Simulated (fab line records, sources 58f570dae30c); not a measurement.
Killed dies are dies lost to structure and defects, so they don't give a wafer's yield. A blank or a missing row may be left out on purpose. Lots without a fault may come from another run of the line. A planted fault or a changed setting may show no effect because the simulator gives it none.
Which tool did it? | flow berkeley_cmos170 | 7 lots, 21 wafers sampled, at 2 steps of a route of 331

WHAT THE GAUGES READ, wafer by wafer
UCB170_GATE_CD_MEAS_90: target cd 350 nm.
lot  | measured     | on        | cd_nm (nm)
L363 | day 7 19:27  | cd_sem-02 | 346.2 346.3 348.0
L366 | day 8 11:00  | cd_sem-01 | 350.0 350.0 348.9
L369 | day 8 19:35  | cd_sem-02 | 350.9 351.5 351.7
L374 | day 9 11:49  | cd_sem-02 | 349.9 351.6 352.0
L378 | day 10 17:35 | cd_sem-01 | 352.6 353.8 351.3
L383 | day 11 08:39 | cd_sem-02 | 349.9 348.1 350.0
L381 | day 11 09:44 | cd_sem-02 | 350.4 348.9 349.7

WHICH TOOL RAN EACH LOT (tool, then ch and the chambers of the sampled wafers, then the start)
lot  | UCB170_GATE_ETCH_15
L363 | rie_si-02 ch 0,1, day 7 19:18
L366 | rie_si-01 ch 0,1, day 8 10:49
L369 | rie_si-01 ch 0,1,2, day 8 19:25
L374 | rie_si-02 ch 1,2, day 9 11:40
L378 | rie_si-02 ch 2,3, day 10 17:24
L383 | rie_si-01 ch 0,1,2, day 11 08:28
L381 | rie_si-02 ch 0,1,3, day 11 09:34
- UCB170_GATE_ETCH_15: etches poly-Si in HBr/Cl2, stops on SiO2, time 56.3 s, target depth 278.2 nm.

THE ANSWER, worked out from the rows above alone
Rule: what is usual is taken from the lots themselves. Put in order of their means at a reading, lots are off if they are a third of the lots or fewer, leave a main group of 4 or more, and stand apart from it by a gap of 3 or more times the standard deviation of the main group's means; of several such gaps the widest counts. A main group whose means are all the same, to the digits that the tables above print for the reading, isn't used. A lot without any number at a reading at which 4 lots or more have one is off too. The other lots that the step has rows for count as sound.
No lot is off at any reading shown: from this, nothing can be told.

WHAT THE SIMULATOR HAD PUT IN
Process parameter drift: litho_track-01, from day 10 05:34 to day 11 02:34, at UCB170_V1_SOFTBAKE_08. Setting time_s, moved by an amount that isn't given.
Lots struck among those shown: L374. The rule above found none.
